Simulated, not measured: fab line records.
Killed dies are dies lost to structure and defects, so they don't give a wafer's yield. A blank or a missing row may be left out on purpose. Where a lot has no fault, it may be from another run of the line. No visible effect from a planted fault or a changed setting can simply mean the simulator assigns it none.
Which tool did it? + flow ritCmos + 45 wafers from 15 lots sampled at 2 of the route's 202 steps

== WHAT THE GAUGES READ, wafer by wafer ==
RIT_ACTIVE_CD_MEAS_11: the cd target is 1400 nm. Usual: cdNm 1399.6 nm, standard deviation 2.2.
| lot  | measured    | on       | cdNm (nm)            | flag |
|------|-------------|----------|----------------------|------|
| L569 | day 1 20:28 | cdSem-02 | 1396.9 1400.3 1398.8 |      |
| L571 | day 2 06:11 | cdSem-01 | 1400.3 1401.9 1401.0 |      |
| L572 | day 2 11:08 | cdSem-02 | 1403.3 1400.1 1402.4 |      |
| L573 | day 2 16:51 | cdSem-02 | 1399.9 1400.1 1400.1 |      |
| L575 | day 3 03:25 | cdSem-01 | 1401.2 1400.5 1400.2 |      |
| L580 | day 4 03:31 | cdSem-02 | 1425.1 1424.4 1428.0 | OFF  |
| L581 | day 4 08:40 | cdSem-02 | 1426.2 1426.2 1425.5 | OFF  |
| L582 | day 4 13:26 | cdSem-02 | 1419.5 1420.8 1420.9 | OFF  |
| L584 | day 4 22:36 | cdSem-01 | 1400.8 1399.8 1400.3 |      |
| L585 | day 5 03:47 | cdSem-02 | 1396.2 1398.2 1398.4 |      |
| L586 | day 5 09:40 | cdSem-02 | 1398.5 1398.5 1400.7 |      |
| L587 | day 5 13:38 | cdSem-01 | 1402.3 1401.3 1403.3 |      |
| L589 | day 5 23:47 | cdSem-01 | 1395.1 1398.9 1397.1 |      |
| L590 | day 6 05:24 | cdSem-01 | 1399.3 1396.7 1400.4 |      |
| L591 | day 6 09:29 | cdSem-02 | 1397.2 1398.9 1398.5 |      |

== EACH LOT AND THE TOOL THAT RAN IT (in order: tool; ch and the chambers of the sampled wafers; start) ==
| lot  | RIT_ACTIVE_COAT_06              |
|------|---------------------------------|
| L569 | lithoTrack-02 ch 0, day 1 19:29 |
| L571 | lithoTrack-04 ch 0, day 2 05:22 |
| L572 | lithoTrack-04 ch 0, day 2 10:19 |
| L573 | lithoTrack-01 ch 0, day 2 15:59 |
| L575 | lithoTrack-01 ch 0, day 3 02:44 |
| L580 | lithoTrack-04 ch 0, day 4 02:41 |
| L581 | lithoTrack-04 ch 0, day 4 07:51 |
| L582 | lithoTrack-04 ch 0, day 4 12:45 |
| L584 | lithoTrack-02 ch 0, day 4 21:47 |
| L585 | lithoTrack-01 ch 0, day 5 03:05 |
| L586 | lithoTrack-01 ch 0, day 5 08:47 |
| L587 | lithoTrack-02 ch 0, day 5 12:44 |
| L589 | lithoTrack-01 ch 0, day 5 22:58 |
| L590 | lithoTrack-02 ch 0, day 6 04:39 |
| L591 | lithoTrack-01 ch 0, day 6 08:47 |
- RIT_ACTIVE_COAT_06: resist thk 1000 nm.

== WHAT THE TOOLS THEMSELVES READ (means of the sampled wafers that have a number; where no wafer has one, the mark that the record gives instead) ==
RIT_ACTIVE_COAT_06. Usual: exhaustPa 45.1 Pa, standard deviation 0.86.
| lot  | tool          | exhaustPa (Pa) | flag |
|------|---------------|----------------|------|
| L569 | lithoTrack-02 | 46.1           |      |
| L571 | lithoTrack-04 | 44.1           |      |
| L572 | lithoTrack-04 | 46.3           |      |
| L573 | lithoTrack-01 | 45.7           |      |
| L575 | lithoTrack-01 | 46.1           |      |
| L580 | lithoTrack-04 | 45.7           |      |
| L581 | lithoTrack-04 | 44.6           |      |
| L582 | lithoTrack-04 | 44.9           |      |
| L584 | lithoTrack-02 | 45.4           |      |
| L585 | lithoTrack-01 | 45.6           |      |
| L586 | lithoTrack-01 | 44.4           |      |
| L587 | lithoTrack-02 | 45.7           |      |
| L589 | lithoTrack-01 | 45.2           |      |
| L590 | lithoTrack-02 | 44.4           |      |
| L591 | lithoTrack-01 | 44.2           |      |

== THE ANSWER, worked out from the rows above alone ==
Rule: take the mean of a lot's wafers that have a number; if it is more than 3 standard deviations from the usual mean, the lot is off. Also off: a lot with no number at a reading for which 4 or more lots have one. Where the step has rows for the other lots, those lots are counted as sound. After the gauges, taken in route order, come the tools' own readings; for these a lot's mean is taken, as printed above. At the first step where some lot is off, the reading lying furthest off is the one used; lots without a number count as furthest.
Off, at RIT_ACTIVE_CD_MEAS_11 on cdNm: L580, L581, L582.
If a tool, at a process step before that reading, ran all the lots that are off and no sound lot after the first of them, it fits. Gauges at RIT_ACTIVE_CD_MEAS_11: tried the same way as those tools. One candidate fits, namely lithoTrack-04 at RIT_ACTIVE_COAT_06. A fault onset in the window from L572 (day 2 10:19, its last sound lot) to L580 (day 4 02:41, its first lot off) fits.

== WHAT WAS PUT IN BY THE SIMULATOR ==
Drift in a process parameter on lithoTrack-04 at RIT_ACTIVE_COAT_06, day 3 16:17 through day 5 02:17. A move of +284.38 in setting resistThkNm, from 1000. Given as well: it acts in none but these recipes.
Shown lots that were struck: L580, L581, L582. The same result came from the rule above.
